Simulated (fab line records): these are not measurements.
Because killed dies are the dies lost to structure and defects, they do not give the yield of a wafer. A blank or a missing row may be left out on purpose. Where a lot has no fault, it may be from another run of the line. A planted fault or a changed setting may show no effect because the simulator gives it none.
Split-lot experiment    flow berkeleyCmos170    5 lots, 23 wafers read, on a route of 331 steps

== SPLIT DETAILS ==
At UCB170_BACKSIDE_COAT_01 (resist thk 900 nm), the setting spinRpm was moved away from the recipe's 1500 rpm on 8 of the 23 wafers read, by -4.4% to +6.7%. This setting was run at the recipe's value on the other wafers.

Reading taken at the split's own step.

== THE READING ==
KrF_of_BACKSIDE_COAT_01.thkNm (the simulator's own value, which no gauge read), in nm, at UCB170_BACKSIDE_COAT_01 (resist thk 900 nm). The file gives no usual value for it. Average 901.0 nm, standard deviation 2.4 nm, over the 15 wafers here run with the recipe.

wafer   tool, chamber at the split  spinRpm as run, rpm  against the recipe  KrF_of_BACKSIDE_COAT_01.thkNm, nm  against lot-mates on the recipe
L074.1  lithoTrack-04, 0            1434                 -4.4%               922.6                              +21.6
L074.4  lithoTrack-04, 0            1434                 -4.4%               922.6                              +21.6
L074.2  lithoTrack-04, 0            1500                 recipe              902.7                              -
L074.3  lithoTrack-04, 0            1434                 -4.4%               925.4                              +24.4
L074.5  lithoTrack-04, 0            1500                 recipe              899.2                              -
L075.1  lithoTrack-01, 0            1500                 recipe              902.1                              -
L075.2  lithoTrack-01, 0            1500                 recipe              901.3                              -
L075.3  lithoTrack-01, 0            1562                 +4.1%               884.6                              -17.1
L075.4  lithoTrack-01, 0            1562                 +4.1%               882.6                              -19.1
L075.5  lithoTrack-01, 0            1562                 +4.1%               882.7                              -19.0
L077.1  lithoTrack-04, 0            1500                 recipe              899.4                              -
L077.2  lithoTrack-04, 0            1600                 +6.7%               872.5                              -26.9
L077.3  lithoTrack-04, 0            1500                 recipe              898.5                              -
L077.4  lithoTrack-04, 0            1500                 recipe              900.4                              -
L077.5  lithoTrack-04, 0            1600                 +6.7%               871.5                              -27.9
L084.1  lithoTrack-02, 0            1500                 recipe              902.1                              -
L084.2  lithoTrack-02, 0            1500                 recipe              903.5                              -
L084.4  lithoTrack-02, 0            1500                 recipe              901.2                              -
L084.5  lithoTrack-02, 0            1500                 recipe              906.3                              -
L084.6  lithoTrack-02, 0            1500                 recipe              903.3                              -
L085.1  lithoTrack-04, 0            1500                 recipe              897.1                              -
L085.2  lithoTrack-04, 0            1500                 recipe              898.3                              -
L085.4  lithoTrack-04, 0            1500                 recipe              898.9                              -

THE FIT
A straight line over all 23 wafers: KrF_of_BACKSIDE_COAT_01.thkNm changes by -4.6 nm for each +1% of spinRpm; r = -0.99; the points scatter about the line by 2.3 nm.
The same after taking each lot's own level away (the mean of its wafers on the recipe; 23 wafers): -4.54 nm for each +1%; r = -0.99; scatter 1.7 nm.
Per that fit: largest spinRpm move, reading shift of 30 nm.
The lots' own levels span 898.10 to 903.28 nm, that is 2.2 times the standard deviation above.
So the lot-to-lot level changes the slope little: the two slopes agree.
Check: -30.5 nm against its lot-mates is what the line predicts for one of the wafers moved furthest among these (+6.7%) when that wafer is left out of the fit. It came out at -26.9 nm against them.

== FURTHER SPLITS ON THESE WAFERS ==
Note: prior to the reading, these wafers also went through further splits. Each is held against what the fit with the lots' levels taken away leaves over:
other split on the same wafers   wafers away from the commonest value  r with KrF_of_BACKSIDE_COAT_01.thkNm (lot level and that fit taken away)
UCB170_GATE_OXIDATION_01 tempC   10                                    +0.13
UCB170_GATE_PEB_10 pebTempC      7                                     -0.17
UCB170_PLDD_EXPOSE_03 doseMj     11                                    -0.16
UCB170_NLDD_PEB_04 pebTempC      11                                    -0.16
UCB170_PSD_IMPLANT_08 energyKev  7                                     -0.18
UCB170_NSD_COAT_01 resistThkNm   8                                     +0.15

== THE WHOLE CHAIN: every reading that the file lists as answering this split, in the file's order ==
step                      what it does       reading                                                                         change (the file's fit)               r (the file's)
UCB170_BACKSIDE_COAT_01   resist thk 900 nm  KrF_of_BACKSIDE_COAT_01.thkNm (the simulator's own value, which no gauge read)  -4.43 nm for each +1% of the setting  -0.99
UCB170_BACKSIDE_STRIP_03  strips in O2       stripTimeToEndpointS                                                            withheld for each +1% of the setting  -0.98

== THE FILE'S OWN FIT ==
KrF_of_BACKSIDE_COAT_01.thkNm changes by -4.43 nm for each +1% of spinRpm, r = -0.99.
